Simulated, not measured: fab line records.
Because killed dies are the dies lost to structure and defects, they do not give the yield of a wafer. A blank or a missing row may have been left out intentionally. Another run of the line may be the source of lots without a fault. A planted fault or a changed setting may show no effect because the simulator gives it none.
A struck lot beside a sound one -- flow rit_cmos -- 27 steps out of a route of 202
Sound: these wafers, L431.2, L431.3, L431.5. Struck: wafer L444.6. (L444.4, L444.5 of the same lot were not struck and are left out.) The cause comes at the end.
Order at every step that has rows: each side's tool, ch and its chambers, its first start. Under that, the readings that differ: sound wafers -- struck wafers -- difference of the means -- sigmas: that difference in standard deviations of wafers without a fault.
alike: readings whose means differ by less than 2 such deviations, and words and numbers that are the same on both sides. not compared: withheld readings, readings that some wafer has no value for, bounds like >300 that may hide the same value, and numbers for which the record gives no deviation and whose values overlap.
Wherever a step has rows on one side only, a row that says differs or no value, or a row with sigmas, the two part there. Numbers that have no deviation but don't overlap get no sigmas and don't part them. Lack of a reading on every wafer of one side parts them only where that side has two or more wafers.

first, 4 steps without rows for these wafers: RIT_CONTACT_SOFTBAKE_04 (time 60 s); RIT_CONTACT_EXPOSE_05 (exposes mask M11, target cd 1000 nm); RIT_CONTACT_PEB_06; RIT_CONTACT_DEVELOP_07 (develop time 120 s).
RIT_CONTACT_CD_MEAS_08: target cd 1000 nm.
  sound: cd_sem-02 at day 5 06:14; struck: cd_sem-02 at day 7 21:56
  alike: cd_nm
RIT_CONTACT_OVL_MEAS_09:
  sound: overlay-01 at day 5 06:20; struck: overlay-02 at day 7 22:01
  alike: CONTACT_OVL
then, 1 step without rows for these wafers: RIT_CONTACT_HARDBAKE_10 (time 60 s).
RIT_CONTACT_ETCH_11: etches SiO2 in CHF3/CF4/Ar, stops on TiSi2, target depth 480 nm, time 320 s.
  sound on rie_diel-01 ch 0,2,3, day 5 06:31; struck on rie_diel-01 ch 0, day 7 22:11
  alike: drypump_motor_current_A, oes_product_au, throttle_valve_pct
  not compared: rf_hours_counter_h
RIT_CONTACT_STRIP_12: strips in O2, time 180 s.
  sound on plasma_asher-03 ch 0,1, day 5 06:43; struck on plasma_asher-04 ch 0, day 7 22:26
  alike: drypump_motor_current_A
  not compared: rf_hours_counter_h
RIT_CONTACT_CD_MEAS_90: target cd 1000 nm.
  sound: cd_sem-02 at day 5 06:55; struck: cd_sem-01 at day 7 22:37
  alike: cd_nm
then, 2 steps without rows for these wafers: RIT_CONTACT_CLEAN_13 (cleans in SC1, time 600 s); RIT_CONTACT_CLEAN_14 (cleans in SC2, time 600 s).
RIT_M1_SPUTTER_00: material Al, target thk 400 nm, time 500 s.
  sound: pvd_sputter-02 at day 5 07:22; struck: pvd_sputter-02 at day 7 23:22
reading,sound,struck,difference,sigmas
model.Al_of_M1_SPUTTER_00.thk_nm (nm),404 398.5 392.8,425.9,+27.5,
  alike: throttle_valve_pct
RIT_M1_RS_MEAS_01: a four-point-probe measurement.
  sound: film_metro-02 at day 5 07:40; struck: film_metro-02 at day 7 23:43
reading,sound,struck,difference,sigmas
M1_AL_RS (ohm/sq),0.0727 0.0736 0.0747,0.0689,-0.0048,-5
RIT_M1_THK_MEAS_02: measures by xrf.
  sound: film_metro-02 at day 5 07:47; struck: film_metro-02 at day 7 23:49
reading,sound,struck,difference,sigmas
M1_AL_THK (nm),398 394 386,421,+28,+4
then, 6 steps without rows for these wafers: RIT_M1_HMDS_03 (prime time 60 s); RIT_M1_COAT_04 (resist thk 1312 nm); RIT_M1_SOFTBAKE_05 (time 60 s); RIT_M1_EXPOSE_06 (exposes mask M12, target cd 2600 nm); RIT_M1_PEB_07; RIT_M1_DEVELOP_08 (develop time 68 s).
RIT_M1_CD_MEAS_09: target cd 2600 nm.
  sound: cd_sem-01 at day 5 08:44; struck: cd_sem-02 at day 8 00:55
  alike: cd_nm
RIT_M1_OVL_MEAS_10:
  sound: overlay-02 at day 5 08:50; struck: overlay-01 at day 8 00:59
  alike: M1_OVL
then, 1 step without rows for these wafers: RIT_M1_HARDBAKE_11 (time 120 s).
RIT_M1_METAL_ETCH_12: etches Al in Cl2/BCl3, stops on SiO2, time 165 s, target depth 600 nm.
  sound on rie_metal-04 ch 0,1, day 5 09:07; struck on rie_metal-03 ch 0, day 8 01:19
reading,sound,struck,difference,sigmas
oes_product_au (a.u.),0.768 0.752 0.774,0.832,+0.067,+5
  alike: bcl3_flow_sccm, drypump_motor_current_A, throttle_valve_pct
  not compared: rf_hours_counter_h
then, 1 step without rows for these wafers: RIT_M1_STRIP_13 (strips in nmp, time 600 s).
RIT_M1_PROBE_99:
  sound: prober-01 at day 5 11:25; struck: prober-02 at day 8 03:46
reading,sound,struck,difference,sigmas
model.etest.m1.rs_ohm_sq,0.07144 0.07237 0.07345,0.06765,-0.00477,
  alike: defect_limited_yield, killed_at_contacts, killed_at_front_end, killed_dies, killed_open, killed_short, sort_bin_5_function, sort_bin_6_memory, sort_n_pass, sort_yield_pct

WHERE THEY PART
Earliest at RIT_M1_RS_MEAS_01; latest, in this record, at RIT_M1_METAL_ETCH_12. Later steps at which nothing parts them and some readings are alike: RIT_M1_PROBE_99.

WHY: the cause the simulator had injected
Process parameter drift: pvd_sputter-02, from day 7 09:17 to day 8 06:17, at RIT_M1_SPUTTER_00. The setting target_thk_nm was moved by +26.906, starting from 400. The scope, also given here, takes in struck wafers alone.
